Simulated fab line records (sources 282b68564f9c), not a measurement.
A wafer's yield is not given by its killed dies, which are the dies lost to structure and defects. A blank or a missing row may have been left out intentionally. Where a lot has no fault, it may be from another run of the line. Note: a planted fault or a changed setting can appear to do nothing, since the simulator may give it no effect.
fab line records	flow ritCmos
[record] lots = 14	wafers = 42	lastDay = 7
route steps=202 shown NLDD@109 NSD@133 PSD@148 M1@184
lots that met no fault: from a run of the same line without faults
startH: start of the lot's first displayed wafer, in hours after the record's first day	waitH: hours elapsed since this lot's preceding step	" repeats the value in the row above	L1.1+2: one row covering several wafers at once	- value missing, or start not given	* or withheld: withheld	< > ~ a bound
route shown NAME@n: NAME is a module with steps in the file, n the number in the route of the first one	usual: mean and standard deviation over wafers with no fault	same: alike in all rows	chamber/n: place in a boat	sites: per-site readings	_std_site: how widely they spread, as a standard deviation	_edge_site: inner sites' mean taken away from outer sites' mean	radiusMm: for every site, how far away it sits from the centre of the wafer	mask NAME#n: copy n	behind: tool/chamber where the wafer was last shaped	hold: the reason the lot was held/the length of the hold in hours/how it ended	device: transistor that didn't switch, given as n, p or np	end of line: the same wafers' tests at the end of the route	where a step has no rows: the recipe by itself	killed: the dies lost at the first sort to structure and to defects; this is not the yield of the wafer	map: the dies of a wafer, with x for killed, . for not killed, _ for no die there
set.NAME: the setting the step ran with; set.NAME@STEP: the setting that earlier step ran with	model.NAME: the simulator's own value behind a step, which no gauge read
one table for each step of the route and one row for each wafer, over a sample of lots
services: when a tool's chamber went out of use (startH, in hours from the record's first day, below 0 if earlier), for how many hours, and the reason
[[steps]]
[step RIT_NLDD_OVL_MEAS_06]
[usual] NLDD_OVL = 0.5/1.6
lot.wafer	tool	chamber	startH	waitH	NLDD_OVL[nm]
L483.1	overlay-01	-	42.41	-	1.5
L483.5	"	-	"	"	2.4
L483.6	"	-	"	"	0.8
L484.2	overlay-01	-	50.64	-	-0.3
L484.3	"	-	"	"	2.1
L484.4	"	-	"	"	-0.1
L486.2	overlay-01	-	59.65	-	1.2
L486.3	"	-	"	"	1.5
L486.4	"	-	"	"	2.8
L487.1	overlay-02	-	62.62	-	-0.1
L487.2	"	-	"	"	0.9
L487.4	"	-	"	"	0.0
L488.1	overlay-01	-	70.32	-	-1.6
L488.3	"	-	"	"	-0.5
L488.5	"	-	"	"	-0.6
L489.1	overlay-01	-	76.07	-	-0.5
L489.2	"	-	"	"	0.5
L489.6	"	-	"	"	1.2
L491.1	overlay-01	-	82.67	-	2.2
L491.2	"	-	"	"	0.0
L491.3	"	-	"	"	0.9
L492.2	overlay-02	-	87.49	-	2.2
L492.3	"	-	"	"	1.9
L492.6	"	-	"	"	2.6
L494.1	overlay-02	-	97.26	-	-2.5
L494.3	"	-	"	"	-1.1
L494.6	"	-	"	"	-1.7
L496.2	overlay-01	-	106.87	-	2.1
L496.4	"	-	"	"	2.1
L496.5	"	-	"	"	2.8
L497.2	overlay-02	-	111.72	-	-2.6
L497.3	"	-	"	"	-1.8
L497.4	"	-	"	"	-2.9
L499.1	overlay-01	-	122.54	-	-2.3
L499.5	"	-	"	"	-1.5
L499.6	"	-	"	"	0.0
L502.1	overlay-01	-	137.89	-	-1.9
L502.5	"	-	"	"	-2.0
L502.6	"	-	"	"	-0.8
L504.1	overlay-01	-	147.28	-	3.3
L504.2	"	-	"	"	4.9
L504.3	"	-	"	"	3.9
[step RIT_NSD_SOFTBAKE_02]
[recipe] resist = NOVOLAK	tempC = 90	timeS = 60.96
[usual] plateSensorTCentreC = 90.970/0.01	plateSensorTEdgeC = 91.020/0.01
lot.wafer	tool	chamber	startH	waitH	plateSensorTCentreC	plateSensorTEdgeC
L483.1	lithoTrack-03	0	47.32	0.1	90.966	91.035
L483.5	"	0	"	"	90.980	91.029
L483.6	"	0	"	"	90.966	91.033
L484.2	lithoTrack-03	0	56.31	0.1	90.983	91.018
L484.3	"	0	"	"	90.969	91.007
L484.4	"	0	"	"	90.982	91.041
L486.2	lithoTrack-01	0	64.46	0.1	90.970	91.030
L486.3	"	0	"	"	90.972	91.028
L486.4	"	0	"	"	90.977	91.021
L487.1	lithoTrack-03	0	68.39	0.1	90.977	91.008
L487.2	"	0	"	"	90.973	91.014
L487.4	"	0	"	"	90.978	91.010
L488.1	lithoTrack-03	0	76.22	0.1	90.981	91.018
L488.3	"	0	"	"	90.973	91.005
L488.5	"	0	"	"	90.981	91.017
L489.1	lithoTrack-01	0	80.88	0.1	90.974	91.028
L489.2	"	0	"	"	90.963	91.024
L489.6	"	0	"	"	90.964	91.047
L491.1	lithoTrack-03	0	87.76	0.1	90.955	91.041
L491.2	"	0	"	"	90.965	90.999
L491.3	"	0	"	"	90.984	91.008
L492.2	lithoTrack-01	0	92.89	0.1	90.964	91.022
L492.3	"	0	"	"	90.966	91.026
L492.6	"	0	"	"	90.964	91.025
L494.1	lithoTrack-03	0	102.11	0.1	90.977	91.024
L494.3	"	0	"	"	90.965	91.022
L494.6	"	0	"	"	90.957	91.010
L496.2	lithoTrack-01	0	112.70	0.1	90.957	91.033
L496.4	"	0	"	"	90.973	91.033
L496.5	"	0	"	"	91.003	91.021
L497.2	lithoTrack-04	0	117.64	0.1	90.966	91.034
L497.3	"	0	"	"	90.970	91.012
L497.4	"	0	"	"	90.970	91.023
L499.1	lithoTrack-03	0	127.95	0.1	90.973	91.020
L499.5	"	0	"	"	90.958	91.021
L499.6	"	0	"	"	90.986	91.022
L502.1	lithoTrack-04	0	142.96	0.1	90.968	91.024
L502.5	"	0	"	"	90.995	91.035
L502.6	"	0	"	"	90.985	91.034
L504.1	lithoTrack-03	0	152.07	0.1	90.971	91.015
L504.2	"	0	"	"	90.982	91.035
L504.3	"	0	"	"	90.975	91.039
[step RIT_PSD_OVL_MEAS_06]
[usual] PSD_OVL = 0.1/1.6
lot.wafer	tool	chamber	startH	waitH	PSD_OVL[nm]
L483.1	overlay-02	-	49.38	-	-0.1
L483.5	"	-	"	"	0.0
L483.6	"	-	"	"	-1.6
L484.2	overlay-02	-	58.41	-	-2.2
L484.3	"	-	"	"	-4.0
L484.4	"	-	"	"	-3.6
L486.2	overlay-02	-	66.61	-	-1.0
L486.3	"	-	"	"	0.3
L486.4	"	-	"	"	-0.8
L487.1	overlay-02	-	70.49	-	3.0
L487.2	"	-	"	"	1.2
L487.4	"	-	"	"	2.6
L488.1	overlay-01	-	78.32	-	0.7
L488.3	"	-	"	"	1.9
L488.5	"	-	"	"	1.6
L489.1	overlay-01	-	83.05	-	-0.5
L489.2	"	-	"	"	-1.2
L489.6	"	-	"	"	-1.7
L491.1	overlay-02	-	90.12	-	0.7
L491.2	"	-	"	"	-1.1
L491.3	"	-	"	"	-1.0
L492.2	overlay-01	-	95.09	-	-0.3
L492.3	"	-	"	"	1.1
L492.6	"	-	"	"	0.2
L494.1	overlay-02	-	104.21	-	1.0
L494.3	"	-	"	"	1.4
L494.6	"	-	"	"	0.9
L496.2	overlay-02	-	114.65	-	-1.0
L496.4	"	-	"	"	-0.7
L496.5	"	-	"	"	0.1
L497.2	overlay-01	-	119.60	-	-0.3
L497.3	"	-	"	"	-0.4
L497.4	"	-	"	"	-0.7
L499.1	overlay-01	-	130.28	-	0.9
L499.5	"	-	"	"	1.0
L499.6	"	-	"	"	1.6
L502.1	overlay-01	-	145.05	-	0.3
L502.5	"	-	"	"	0.1
L502.6	"	-	"	"	1.7
L504.1	overlay-01	-	154.29	-	3.5
L504.2	"	-	"	"	3.2
L504.3	"	-	"	"	0.8
[step RIT_M1_SPUTTER_00]
[recipe] material = Al	targetThkNm = 400	powerW = 2000	chamberPressurePa = 0.4	gas = Ar	timeS = 500	substrateTempC = 25
[usual] throttleValvePct = 30.1/0.97
lot.wafer	tool	chamber	startH	waitH	throttleValvePct
L483.1	pvdSputter-02	-	53.65	0.0	30.8
L483.5	"	-	"	"	30.5
L483.6	"	-	"	"	29.3
L484.2	pvdSputter-01	-	62.80	0.0	28.1
L484.3	"	-	"	"	30.9
L484.4	"	-	"	"	30.0
L486.2	pvdSputter-04	-	71.09	0.0	29.7
L486.3	"	-	"	"	31.1
L486.4	"	-	"	"	30.3
L487.1	pvdSputter-01	-	74.81	0.0	29.6
L487.2	"	-	"	"	31.0
L487.4	"	-	"	"	27.9
L488.1	pvdSputter-04	-	82.61	0.0	31.0
L488.3	"	-	"	"	29.8
L488.5	"	-	"	"	30.7
L489.1	pvdSputter-01	-	87.49	0.0	29.7
L489.2	"	-	"	"	27.9
L489.6	"	-	"	"	30.6
L491.1	pvdSputter-01	-	94.53	0.0	29.7
L491.2	"	-	"	"	30.8
L491.3	"	-	"	"	30.9
L492.2	pvdSputter-04	-	99.32	0.0	30.0
L492.3	"	-	"	"	31.1
L492.6	"	-	"	"	29.8
L494.1	pvdSputter-04	-	108.60	0.0	30.9
L494.3	"	-	"	"	30.4
L494.6	"	-	"	"	29.5
L496.2	pvdSputter-04	-	118.87	0.0	29.7
L496.4	"	-	"	"	30.8
L496.5	"	-	"	"	30.6
L497.2	pvdSputter-01	-	123.96	0.0	28.3
L497.3	"	-	"	"	30.8
L497.4	"	-	"	"	31.1
L499.1	pvdSputter-01	-	134.91	0.0	27.9
L499.5	"	-	"	"	28.0
L499.6	"	-	"	"	29.8
L502.1	pvdSputter-04	-	149.30	0.0	31.1
L502.5	"	-	"	"	30.5
L502.6	"	-	"	"	30.0
L504.1	pvdSputter-04	-	158.74	0.0	30.7
L504.2	"	-	"	"	29.8
L504.3	"	-	"	"	29.7
[step RIT_M1_RS_MEAS_01]
[recipe] thkMeasGauge = four-point-probe	reads = Al_of_M1_SPUTTER_00
[usual] M1_AL_RS = 0.0733/0.0008
lot.wafer	tool	chamber	startH	waitH	M1_AL_RS[ohm/sq]
L483.1	filmMetro-02	-	53.94	0.1	0.0732
L483.5	"	-	"	"	0.0732
L483.6	"	-	"	"	0.0726
L484.2	filmMetro-02	-	63.12	0.2	0.0730
L484.3	"	-	"	"	0.0720
L484.4	"	-	"	"	0.0719
L486.2	filmMetro-03	-	71.41	0.2	0.0735
L486.3	"	-	"	"	0.0732
L486.4	"	-	"	"	0.0733
L487.1	filmMetro-02	-	75.10	0.1	0.0714
L487.2	"	-	"	"	0.0717
L487.4	"	-	"	"	0.0721
L488.1	filmMetro-03	-	82.91	0.1	0.0744
L488.3	"	-	"	"	0.0739
L488.5	"	-	"	"	0.0746
L489.1	filmMetro-03	-	87.79	0.1	0.0733
L489.2	"	-	"	"	0.0737
L489.6	"	-	"	"	0.0734
L491.1	filmMetro-03	-	94.83	0.1	0.0726
L491.2	"	-	"	"	0.0730
L491.3	"	-	"	"	0.0735
L492.2	filmMetro-03	-	99.64	0.2	0.0719
L492.3	"	-	"	"	0.0722
L492.6	"	-	"	"	0.0718
L494.1	filmMetro-03	-	108.89	0.1	0.0726
L494.3	"	-	"	"	0.0729
L494.6	"	-	"	"	0.0728
L496.2	filmMetro-03	-	119.18	0.2	0.0734
L496.4	"	-	"	"	0.0722
L496.5	"	-	"	"	0.0728
L497.2	filmMetro-02	-	124.27	0.2	0.0466
L497.3	"	-	"	"	0.0464
L497.4	"	-	"	"	0.0466
L499.1	filmMetro-02	-	135.21	0.1	0.0472
L499.5	"	-	"	"	0.0472
L499.6	"	-	"	"	0.0470
L502.1	filmMetro-03	-	149.59	0.1	0.0747
L502.5	"	-	"	"	0.0750
L502.6	"	-	"	"	0.0752
L504.1	filmMetro-02	-	159.03	0.1	0.0730
L504.2	"	-	"	"	0.0733
L504.3	"	-	"	"	0.0726
[step RIT_M1_THK_MEAS_02]
[recipe] thkMeasGauge = xrf	reads = Al_of_M1_SPUTTER_00
[usual] M1_AL_THK = 402/4.7
lot.wafer	tool	chamber	startH	waitH	M1_AL_THK[nm]
L483.1	filmMetro-02	-	54.06	0.1	401
L483.5	"	-	"	"	400
L483.6	"	-	"	"	406
L484.2	filmMetro-02	-	63.23	0.1	404
L484.3	"	-	"	"	408
L484.4	"	-	"	"	408
L486.2	filmMetro-03	-	71.52	0.1	401
L486.3	"	-	"	"	402
L486.4	"	-	"	"	400
L487.1	filmMetro-02	-	75.22	0.1	416
L487.2	"	-	"	"	412
L487.4	"	-	"	"	409
L488.1	filmMetro-03	-	83.03	0.1	394
L488.3	"	-	"	"	396
L488.5	"	-	"	"	393
L489.1	filmMetro-03	-	87.91	0.1	401
L489.2	"	-	"	"	400
L489.6	"	-	"	"	401
L491.1	filmMetro-03	-	94.95	0.1	406
L491.2	"	-	"	"	405
L491.3	"	-	"	"	398
L492.2	filmMetro-03	-	99.75	0.1	412
L492.3	"	-	"	"	408
L492.6	"	-	"	"	411
L494.1	filmMetro-03	-	109.01	0.1	406
L494.3	"	-	"	"	405
L494.6	"	-	"	"	403
L496.2	filmMetro-03	-	119.29	0.1	403
L496.4	"	-	"	"	409
L496.5	"	-	"	"	403
L497.2	filmMetro-02	-	124.38	0.1	630
L497.3	"	-	"	"	632
L497.4	"	-	"	"	630
L499.1	filmMetro-02	-	135.33	0.1	620
L499.5	"	-	"	"	623
L499.6	"	-	"	"	625
L502.1	filmMetro-03	-	149.71	0.1	396
L502.5	"	-	"	"	395
L502.6	"	-	"	"	393
L504.1	filmMetro-02	-	159.15	0.1	404
L504.2	"	-	"	"	402
L504.3	"	-	"	"	405
[step RIT_M1_METAL_ETCH_12]
[recipe] stopOn = SiO2	chemistry = Cl2/BCl3	target = Al	timeS = 165	overEtchFrac = 0.5	pressureMtorr = 100	targetDepthA = 6000	rfW = 250	Cl2_flow_sccm = 60	bcl3FlowSccm = 50
[usual] drypumpMotorCurrentA = 5.5/0.59	oesProductAu = 0.768/0.012	throttleValvePct = 8.26/0.12
lot.wafer	tool	chamber	startH	waitH	drypumpMotorCurrentA	oesProductAu	rfHoursCounterH	throttleValvePct
L483.1	rieMetal-03	0	55.78	0.2	5.1	0.768	2	8.04
L483.5	"	1	"	"	5.7	0.785	-	8.22
L483.6	"	0	"	"	5.1	0.770	-	8.04
L484.2	rieMetal-04	0	64.73	0.2	6.7	0.753	1	8.34
L484.3	"	0	"	"	6.7	0.766	-	8.35
L484.4	"	1	"	"	5.4	0.796	-	8.29
L486.2	rieMetal-03	0	72.98	0.2	5.1	0.763	3	8.04
L486.3	"	1	"	"	5.7	0.785	-	8.22
L486.4	"	0	"	"	5.2	0.760	-	8.04
L487.1	rieMetal-04	0	76.75	0.2	6.7	0.764	1	8.34
L487.2	"	1	"	"	5.4	0.781	1	8.28
L487.4	"	1	"	"	5.4	0.784	-	8.28
L488.1	rieMetal-02	0	84.50	0.2	4.8	0.748	34	8.41
L488.3	"	0	"	"	4.8	0.758	-	8.41
L488.5	"	1	"	"	5.0	0.750	-	8.38
L489.1	rieMetal-03	1	89.38	0.2	5.7	0.779	3	8.21
L489.2	"	0	"	"	5.1	0.763	3	8.04
L489.6	"	1	"	"	5.7	0.783	-	8.23
L491.1	rieMetal-02	1	96.42	0.2	5.0	0.756	34	8.37
L491.2	"	0	"	"	4.8	0.768	34	8.39
L491.3	"	0	"	"	4.8	0.758	-	8.40
L492.2	rieMetal-03	0	101.08	0.2	5.1	0.767	3	8.05
L492.3	"	1	"	"	5.7	0.783	-	8.22
L492.6	"	1	"	"	5.7	0.794	-	8.21
L494.1	rieMetal-02	0	110.36	0.2	4.8	0.757	35	8.41
L494.3	"	0	"	"	4.8	0.758	-	8.40
L494.6	"	0	"	"	4.8	0.762	-	8.40
L496.2	rieMetal-02	1	120.63	0.2	5.0	0.748	34	8.37
L496.4	"	1	"	"	5.0	0.762	-	8.36
L496.5	"	1	"	"	5.0	0.755	-	8.37
L497.2	rieMetal-04	1	125.84	0.2	5.4	1.022	1	8.25
L497.3	"	0	"	"	6.7	0.966	-	8.30
L497.4	"	1	"	"	5.4	1.015	-	8.26
L499.1	rieMetal-04	0	137.27	0.2	6.6	0.966	1	8.30
L499.5	"	0	"	"	6.7	0.971	-	8.30
L499.6	"	1	"	"	5.4	1.002	-	8.25
L502.1	rieMetal-03	0	151.19	0.2	5.1	0.748	4	8.05
L502.5	"	0	"	"	5.2	0.752	-	8.05
L502.6	"	1	"	"	5.7	0.764	-	8.22
L504.1	rieMetal-02	1	160.50	0.2	5.0	0.781	0	8.36
L504.2	"	0	"	"	4.8	0.784	0	8.40
L504.3	"	0	"	"	4.8	0.792	-	8.39
[step RIT_M1_PROBE_99]
[usual] defectLimitedYield = 97.6/1.1	killed_at_M0_to_M3 = 0.0/0.083	killedAtContacts = 0.1/0.25	killedAtFrontEnd = 6.3/2.9	killedDies = 6.4/2.9	killedOnRim = 1.7/1.4	killedOpen = 3.3/2.1	killedShort = 3.1/1.7
[same] grossDies = 264	killed_at_M4_up = 0	killedAtBackSide = 0	killedAtOther = 0
lot.wafer	tool	chamber	startH	waitH	defectLimitedYield[%]	killed_at_M0_to_M3	killedAtContacts	killedAtFrontEnd	killedDies	killedOnRim	killedOpen	killedShort
L483.1	prober-01	-	58.03	0.1	98.1	0	0	5	5	3	2	3
L483.5	prober-01	-	58.23	0.2	97.0	0	0	8	8	0	4	4
L483.6	prober-01	-	58.28	0.2	97.3	0	0	7	7	3	4	3
L484.2	prober-02	-	67.03	0.1	99.6	0	0	1	1	0	0	1
L484.3	prober-02	-	67.08	0.2	98.1	0	0	5	5	1	3	2
L484.4	prober-02	-	67.13	0.2	96.2	0	0	10	10	1	3	7
L486.2	prober-02	-	75.28	0.1	97.0	0	0	8	8	2	6	2
L486.3	prober-02	-	75.33	0.2	96.2	0	0	10	10	0	4	6
L486.4	prober-02	-	75.38	0.2	97.7	0	0	6	6	1	2	2
L487.1	prober-01	-	79.02	0.1	97.7	0	1	5	6	1	3	3
L487.2	prober-01	-	79.07	0.1	97.7	0	0	6	6	2	3	3
L487.4	prober-01	-	79.17	0.2	98.9	0	1	2	3	0	2	1
L488.1	prober-02	-	86.82	0.1	98.9	0	0	3	3	2	0	3
L488.3	prober-02	-	86.92	0.2	98.1	0	0	5	5	1	3	2
L488.5	prober-02	-	87.02	0.2	99.2	0	0	2	2	0	0	2
L489.1	prober-01	-	91.65	0.1	98.1	0	0	5	5	1	4	1
L489.2	prober-01	-	91.70	0.1	98.1	0	0	5	5	4	3	2
L489.6	prober-01	-	91.90	0.2	97.3	0	0	7	7	0	4	3
L491.1	prober-01	-	98.67	0.1	98.1	0	0	5	5	4	4	1
L491.2	prober-01	-	98.72	0.1	97.0	0	0	8	8	3	3	5
L491.3	prober-01	-	98.77	0.2	97.3	0	0	7	7	3	3	4
L492.2	prober-02	-	103.39	0.1	98.1	0	0	5	5	0	2	3
L492.3	prober-02	-	103.44	0.2	98.5	0	0	4	4	1	3	1
L492.6	prober-02	-	103.59	0.2	98.1	0	1	4	5	2	3	2
L494.1	prober-02	-	112.64	0.1	97.7	0	0	6	6	0	3	3
L494.3	prober-02	-	112.74	0.2	98.1	0	0	5	5	0	2	3
L494.6	prober-02	-	112.89	0.2	95.5	0	0	12	12	0	5	7
L496.2	prober-01	-	123.72	0.1	97.0	0	0	8	8	2	5	3
L496.4	prober-01	-	123.82	0.2	98.1	0	0	5	5	0	3	2
L496.5	prober-01	-	123.87	0.2	97.3	0	0	7	7	2	4	3
L497.2	prober-02	-	128.16	0.1	41.3	145	0	10	155	69	4	6
L497.3	prober-02	-	128.21	0.2	1.1	255	0	6	261	70	2	4
L497.4	prober-02	-	128.26	0.2	37.9	159	0	5	164	70	3	2
L499.1	prober-02	-	139.73	0.1	4.2	245	0	8	253	68	5	3
L499.5	prober-02	-	139.93	0.2	9.8	235	0	3	238	70	1	2
L499.6	prober-02	-	139.98	0.2	52.3	116	0	10	126	8	7	3
L502.1	prober-01	-	153.66	0.1	95.8	0	0	11	11	3	7	4
L502.5	prober-01	-	153.86	0.2	97.3	0	0	7	7	1	4	3
L502.6	prober-01	-	153.91	0.2	98.5	0	0	4	4	2	3	1
L504.1	prober-01	-	163.67	0.1	98.5	0	0	4	4	1	1	3
L504.2	prober-01	-	163.72	0.1	98.9	0	1	2	3	1	2	1
L504.3	prober-01	-	163.77	0.2	97.3	0	0	7	7	3	3	4
// killed by level:class
L483.1 GATE:geometricParticle:short=2 FOX1:geometricParticle:short=1 GATE:geometricParticle:open=1 SPACER:geometricParticle:open=1
L483.5 REOX:geometricParticle:open=2 SILICIDE:geometricParticle:short=2 FOX1:geometricParticle:open=1 FOX2:geometricParticle:short=1 GATE:geometricParticle:open=1 SPACER:geometricParticle:short=1
L483.6 SILICIDE:geometricParticle:open=2 FOX1:geometricParticle:short=1 GATE:geometricParticle:open=1 REOX:geometricParticle:open=1 REOX:geometricParticle:short=1 SILICIDE:geometricParticle:short=1
L484.2 SPACER:geometricParticle:short=1
L484.3 SILICIDE:geometricParticle:short=2 FOX1:geometricParticle:open=1 GATE:geometricParticle:open=1 REOX:geometricParticle:open=1
L484.4 GATE:geometricParticle:short=5 REOX:geometricParticle:open=2 REOX:geometricParticle:short=2 FOX2:geometricParticle:open=1
L486.2 GATE:geometricParticle:open=3 REOX:geometricParticle:short=2 FOX1:geometricParticle:open=1 REOX:geometricParticle:open=1 SPACER:geometricParticle:open=1
L486.3 FOX1:geometricParticle:open=4 GATE:geometricParticle:short=3 FOX1:geometricParticle:short=1 REOX:geometricParticle:short=1 SILICIDE:geometricParticle:short=1
L486.4 ACTIVE:coatMicrobubblePrinted=2 FOX1:geometricParticle:open=1 FOX1:geometricParticle:short=1 GATE:geometricParticle:short=1 GATE:geometricParticle:open=1
L487.1 GATE:geometricParticle:short=1 REOX:geometricParticle:open=1 REOX:geometricParticle:short=1 SPACER:geometricParticle:open=1 SILICIDE:geometricParticle:open=1 CONTACT:geometricParticle:short=1
L487.2 FOX1:geometricParticle:open=2 SPACER:geometricParticle:short=2 SPACER:geometricParticle:open=1 SILICIDE:geometricParticle:short=1
L487.4 REOX:geometricParticle:open=1 SPACER:geometricParticle:short=1 CONTACT:geometricParticle:open=1
L488.1 GATE:geometricParticle:short=2 SPACER:geometricParticle:short=1
L488.3 REOX:geometricParticle:open=2 SILICIDE:geometricParticle:short=2 GATE:geometricParticle:open=1
L488.5 FOX1:geometricParticle:short=1 FOX2:geometricParticle:short=1
L489.1 GATE:geometricParticle:open=1 REOX:geometricParticle:open=1 SPACER:geometricParticle:open=1 SILICIDE:geometricParticle:short=1 SILICIDE:geometricParticle:open=1
L489.2 SILICIDE:geometricParticle:open=2 FOX1:geometricParticle:open=1 FOX2:geometricParticle:short=1 GATE:geometricParticle:short=1
L489.6 GATE:geometricParticle:short=2 GATE:geometricParticle:open=2 REOX:geometricParticle:open=1 SPACER:geometricParticle:short=1 SILICIDE:geometricParticle:open=1
L491.1 GATE:geometricParticle:open=4 GATE:geometricParticle:short=1
L491.2 REOX:geometricParticle:short=2 GATE:geometricParticle:short=1 GATE:geometricParticle:open=1 REOX:geometricParticle:open=1 SPACER:geometricParticle:short=1 SPACER:geometricParticle:open=1 SILICIDE:geometricParticle:short=1
L491.3 GATE:geometricParticle:short=3 FOX1:geometricParticle:open=1 FOX2:geometricParticle:open=1 REOX:geometricParticle:open=1 REOX:geometricParticle:short=1
L492.2 GATE:geometricParticle:open=2 GATE:geometricParticle:short=1 REOX:geometricParticle:short=1 SILICIDE:geometricParticle:short=1
L492.3 FOX1:geometricParticle:open=1 GATE:geometricParticle:open=1 REOX:geometricParticle:open=1 SILICIDE:geometricParticle:short=1
L492.6 REOX:geometricParticle:short=1 SPACER:geometricParticle:open=1 SILICIDE:geometricParticle:open=1 SILICIDE:geometricParticle:short=1 CONTACT:geometricParticle:open=1
L494.1 GATE:geometricParticle:open=2 GATE:geometricParticle:short=1 SPACER:geometricParticle:short=1 SILICIDE:geometricParticle:open=1 SILICIDE:geometricParticle:short=1
L494.3 FOX1:geometricParticle:short=1 FOX1:geometricParticle:open=1 REOX:geometricParticle:short=1 SPACER:geometricParticle:open=1 SILICIDE:geometricParticle:short=1
L494.6 SPACER:geometricParticle:short=4 FOX1:geometricParticle:open=2 SPACER:geometricParticle:open=2 SILICIDE:geometricParticle:short=2 GATE:geometricParticle:short=1 SILICIDE:geometricParticle:open=1
L496.2 GATE:geometricParticle:open=3 GATE:geometricParticle:short=2 REOX:geometricParticle:open=2 SPACER:geometricParticle:short=1
L496.4 GATE:geometricParticle:open=3 FOX2:geometricParticle:short=1 GATE:geometricParticle:short=1
L496.5 GATE:geometricParticle:open=2 GATE:geometricParticle:short=2 REOX:geometricParticle:short=1 REOX:geometricParticle:open=1 SPACER:geometricParticle:open=1
L497.2 M1:areaEtch=145 GATE:geometricParticle:open=4 GATE:geometricParticle:short=3 SILICIDE:geometricParticle:short=2 REOX:geometricParticle:short=1
L497.3 M1:areaEtch=255 GATE:geometricParticle:open=2 FOX1:geometricParticle:short=1 GATE:geometricParticle:short=1 SPACER:geometricParticle:short=1 SILICIDE:geometricParticle:short=1
L497.4 M1:areaEtch=159 GATE:geometricParticle:short=2 FOX1:geometricParticle:open=1 REOX:geometricParticle:open=1 SILICIDE:geometricParticle:open=1
L499.1 M1:areaEtch=245 GATE:geometricParticle:open=2 SPACER:geometricParticle:open=2 FOX1:geometricParticle:open=1 FOX2:geometricParticle:short=1 REOX:geometricParticle:short=1 SPACER:geometricParticle:short=1
L499.5 M1:areaEtch=235 GATE:geometricParticle:short=1 REOX:geometricParticle:open=1 SPACER:geometricParticle:short=1
L499.6 M1:areaEtch=116 GATE:geometricParticle:open=4 SPACER:geometricParticle:open=3 REOX:geometricParticle:short=2 GATE:geometricParticle:short=1
L502.1 GATE:geometricParticle:open=2 SPACER:geometricParticle:open=2 FOX1:geometricParticle:short=1 FOX1:geometricParticle:open=1 FOX2:geometricParticle:open=1 FOX2:geometricParticle:short=1 SPACER:geometricParticle:short=1 SILICIDE:geometricParticle:short=1
L502.5 FOX2:geometricParticle:open=2 FOX1:geometricParticle:short=1 FOX2:geometricParticle:short=1 GATE:geometricParticle:open=1 SPACER:geometricParticle:open=1 SILICIDE:geometricParticle:short=1
L502.6 SPACER:geometricParticle:open=2 GATE:geometricParticle:open=1 SPACER:geometricParticle:short=1
L504.1 FOX2:geometricParticle:short=1 GATE:geometricParticle:open=1 GATE:geometricParticle:short=1 SILICIDE:geometricParticle:short=1
L504.2 GATE:geometricParticle:open=2 CONTACT:geometricParticle:short=1
L504.3 GATE:geometricParticle:open=2 GATE:geometricParticle:short=2 SILICIDE:geometricParticle:short=2 FOX1:geometricParticle:open=1
[[services]]
tool	chamber	startH	hours	kind
rieMetal-02	0	30.69	7.8	repair
pvdSputter-01	-	31.59	6.0	repair
pvdSputter-04	-	55.86	1.9	repair
pvdSputter-04	-	61.35	7.5	repair
rieMetal-02	-	70.32	0.4	repair
pvdSputter-01	-	83.96	1.1	repair
pvdSputter-04	-	104.57	3.6	repair
rieMetal-04	-	120.25	2.8	pm
pvdSputter-04	-	128.38	0.5	repair
rieMetal-02	-	136.12	20.0	pm
rieMetal-02	0	136.12	20.0	ventCycle
rieMetal-02	1	136.12	20.0	ventCycle
pvdSputter-01	-	140.22	10.2	repair
rieMetal-04	0	155.30	9.7	repair
rieMetal-02	0	156.12	-	clean
rieMetal-02	1	156.12	-	clean
[[key]]
[firstSign] step = RIT_M1_RS_MEAS_01	reading = M1_AL_RS	direction = down	sigmas = 33	usual = 0.0733	struck = 0.0468
[effect] step = RIT_M1_THK_MEAS_02	reading = M1_AL_THK	direction = up	sigmas = 48	usual = 402	struck = 627
[effect] step = RIT_M1_METAL_ETCH_12	reading = oesProductAu	direction = up	sigmas = 18	usual = 0.768	struck = 0.990
[effect] step = RIT_M1_PROBE_99	reading = killed_at_M0_to_M3	direction = up	sigmas = 99+	usual = 0.0	struck = 192.5
[moreKillsBornAt] RIT_M1_METAL_ETCH_12@rieMetal-04 = 1155
metAt RIT_M1_SPUTTER_00
struckLots L497,L499
laterRowsLeftOut L497.2,L497.3,L497.4,L499.1,L499.5
notActingAt RIT_NLDD_OVL_MEAS_06,RIT_NSD_SOFTBAKE_02,RIT_PSD_OVL_MEAS_06
onsetBetween 94.53 123.96
[fault] kind = processParameterDrift	tool = pvdSputter-01	chamber = -	onsetH = 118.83	steps = RIT_M1_SPUTTER_00	channel = targetThkNm	offset = 224.13	shape = step	endH = 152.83	stated = 400
// laterRowsLeftOut: the simulator's readings of these wafers behind a module that went badly wrong aren't trusted and aren't shown, but for the sort
